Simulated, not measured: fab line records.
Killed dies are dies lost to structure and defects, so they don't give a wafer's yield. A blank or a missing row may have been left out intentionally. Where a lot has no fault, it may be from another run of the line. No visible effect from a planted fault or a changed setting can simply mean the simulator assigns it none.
Which of the tools did it? | flow ritCmos | Sampling: 14 lots, 42 wafers, 4 of 202 route steps

## WHAT THE GAUGES SHOWED, per wafer
RIT_ACTIVE_CD_MEAS_11 targets a cd of 1400 nm. Usual: 1400.3 nm for cdNm, sd 2.
lot  | measured    | on       | cdNm (nm)            | flag
L540 | day 1 15:38 | cdSem-01 | 1399.1 1399.4 1400.3 | 
L541 | day 1 20:19 | cdSem-01 | 1402.2 1402.0 1401.7 | 
L542 | day 2 00:43 | cdSem-01 | 1403.2 1401.8 1403.4 | 
L543 | day 2 07:00 | cdSem-01 | 1399.6 1400.2 1400.8 | 
L544 | day 2 12:05 | cdSem-01 | 1403.5 1401.8 1402.9 | 
L545 | day 2 16:36 | cdSem-01 | 1401.4 1401.9 1400.6 | 
L546 | day 2 21:32 | cdSem-01 | 1399.2 1400.3 1398.8 | 
L547 | day 3 01:53 | cdSem-01 | 1399.2 1399.8 1397.3 | 
L550 | day 3 16:58 | cdSem-01 | 1399.2 1398.8 1399.6 | 
L555 | day 4 17:53 | cdSem-02 | 1393.8 1387.1 1390.9 | OFF
L556 | day 4 22:29 | cdSem-02 | 1386.8 1383.9 1398.2 | OFF
L559 | day 5 14:28 | cdSem-01 | 1401.2 1398.2 1398.1 | 
L560 | day 5 18:26 | cdSem-02 | 1397.7 1397.6 1398.9 | 
L563 | day 6 10:12 | cdSem-01 | 1402.0 1401.8 1403.7 | 

RIT_FOX1_THK_MEAS_01. Usual: FOX1_OXIDE_THK typically reads 350 nm, with standard deviation 5.7.
lot  | measured    | on           | FOX1_OXIDE_THK (nm) | flag
L540 | day 1 19:17 | filmMetro-04 | 360 350 355         | 
L541 | day 1 22:42 | filmMetro-02 | 347 358 348         | 
L542 | day 2 05:49 | filmMetro-02 | 355 347 353         | 
L543 | day 2 09:43 | filmMetro-02 | 353 357 358         | 
L544 | day 2 15:32 | filmMetro-01 | 355 351 355         | 
L545 | day 2 20:44 | filmMetro-01 | 349 356 353         | 
L546 | day 3 00:38 | filmMetro-04 | 361 355 362         | 
L547 | day 3 04:30 | filmMetro-02 | 354 347 347         | 
L550 | day 3 19:22 | filmMetro-04 | 349 348 350         | 
L555 | day 4 20:16 | filmMetro-02 | 353 350 349         | 
L556 | day 5 02:03 | filmMetro-04 | 354 359 360         | 
L559 | day 5 16:59 | filmMetro-02 | 351 355 348         | 
L560 | day 5 22:19 | filmMetro-01 | 349 358 356         | 
L563 | day 6 12:38 | filmMetro-01 | 353 355 347         | 

RIT_PSD_OVL_MEAS_06. Usual: PSD_OVL typically reads -0.5 nm, with standard deviation 1.4.
lot  | measured    | on         | PSD_OVL (nm)   | flag
L540 | day 3 05:25 | overlay-02 | 0.0 -0.6 1.1   | 
L541 | day 3 11:19 | overlay-01 | -1.8 -3.0 -1.6 | 
L542 | day 3 15:46 | overlay-02 | -0.1 1.0 2.5   | 
L543 | day 3 17:31 | overlay-01 | -1.4 -2.0 -1.1 | 
L544 | day 4 01:20 | overlay-02 | 0.9 -0.7 -1.2  | 
L545 | day 4 05:50 | overlay-02 | -1.6 0.1 0.1   | 
L546 | day 4 08:56 | overlay-02 | 1.0 1.6 3.2    | 
L547 | day 4 12:15 | overlay-02 | -1.8 0.6 -1.0  | 
L550 | day 5 06:53 | overlay-01 | -2.4 -2.9 -3.7 | 
L555 | day 6 05:09 | overlay-02 | 0.9 0.4 0.6    | 
L556 | day 6 13:42 | overlay-02 | -0.8 0.1 0.5   | 
L559 | day 7 03:18 | overlay-01 | -0.3 -0.7 0.7  | 
L560 | day 7 09:48 | overlay-01 | 0.1 0.5 -1.2   | 
L563 | day 7 21:02 | overlay-01 | -0.1 -0.6 1.1  | 

## EACH LOT AND THE TOOL THAT RAN IT (in order: tool; ch and the chambers of the sampled wafers; start)
lot  | RIT_ACTIVE_EXPOSE_08
L540 | ilineStepper-02 ch 0, day 1 15:14
L541 | ilineStepper-02 ch 0, day 1 19:54
L542 | ilineStepper-01 ch 0, day 2 00:15
L543 | ilineStepper-02 ch 0, day 2 06:36
L544 | ilineStepper-01 ch 0, day 2 11:41
L545 | ilineStepper-01 ch 0, day 2 16:12
L546 | ilineStepper-02 ch 0, day 2 21:08
L547 | ilineStepper-02 ch 0, day 3 01:29
L550 | ilineStepper-01 ch 0, day 3 16:34
L555 | ilineStepper-02 ch 0, day 4 17:22
L556 | ilineStepper-02 ch 0, day 4 22:05
L559 | ilineStepper-01 ch 0, day 5 14:04
L560 | ilineStepper-01 ch 0, day 5 18:02
L563 | ilineStepper-01 ch 0, day 6 09:48
- RIT_ACTIVE_EXPOSE_08: exposes mask M1, target cd 1400 nm.

## AS READ BY THE TOOLS THEMSELVES (means over the sampled wafers that have a number; for cases with no such wafer, the mark the record gives instead)
RIT_ACTIVE_EXPOSE_08. Usual: exposureDoseMJCm2 224.96, standard deviation 0.22; focusOffsetNm 0.1 nm, standard deviation 0.56.
lot  | tool            | exposureDoseMJCm2 | focusOffsetNm (nm) | flag
L540 | ilineStepper-02 | 224.78            | 0.2                | 
L541 | ilineStepper-02 | 224.98            | -0.3               | 
L542 | ilineStepper-01 | 225.22            | 0.1                | 
L543 | ilineStepper-02 | 225.03            | -0.6               | 
L544 | ilineStepper-01 | 224.77            | 0.3                | 
L545 | ilineStepper-01 | 225.01            | 0.1                | 
L546 | ilineStepper-02 | 225.29            | -0.4               | 
L547 | ilineStepper-02 | 224.72            | 0.3                | 
L550 | ilineStepper-01 | 225.07            | 0.5                | 
L555 | ilineStepper-02 | 222.10            | 0.3                | OFF
L556 | ilineStepper-02 | 219.75            | 0.5                | OFF
L559 | ilineStepper-01 | 224.85            | 0.7                | 
L560 | ilineStepper-01 | 224.88            | 0.6                | 
L563 | ilineStepper-01 | 224.97            | 0.1                | 

## THE ANSWER, worked out from the rows above alone
Rule: lot off if the mean of its wafers having a number is beyond 3 standard deviations from the usual mean. Also off: a lot with no number at a reading for which 4 or more lots have one. The other lots that the step has rows for count as sound. First the gauges in route order, then the tools' own readings, where a lot's mean is used as printed above. The first step at which some lot is off is used, and at that step the reading that is off furthest; a lot without a number counts as furthest.
Off at RIT_ACTIVE_CD_MEAS_11 (cdNm): L555, L556.
If a tool, at a process step before that reading, ran all the lots that are off and no sound lot after the first of them, it fits. Not tried: the gauges at RIT_ACTIVE_CD_MEAS_11; whatever is off there is also off at RIT_ACTIVE_EXPOSE_08, on other tools, and gauge error can't account for it. One fits: ilineStepper-02 at RIT_ACTIVE_EXPOSE_08. A fault onset in the window from L547 (day 3 01:29, its last sound lot) to L555 (day 4 17:22, its first lot off) fits.
On the lots that are off, the tool's own readings at RIT_ACTIVE_EXPOSE_08 differ by more than 5 times the standard deviation of the sound lots' means, which bears it out; exposureDoseMJCm2 reads 220.93 there versus 224.96 on the sound lots.

## WHAT HAD BEEN PUT IN BY THE SIMULATOR
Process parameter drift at RIT_ACTIVE_EXPOSE_08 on ilineStepper-02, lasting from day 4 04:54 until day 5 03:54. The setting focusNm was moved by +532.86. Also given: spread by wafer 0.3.
Shown lots that were struck: L555, L556. The same result came from the rule above.
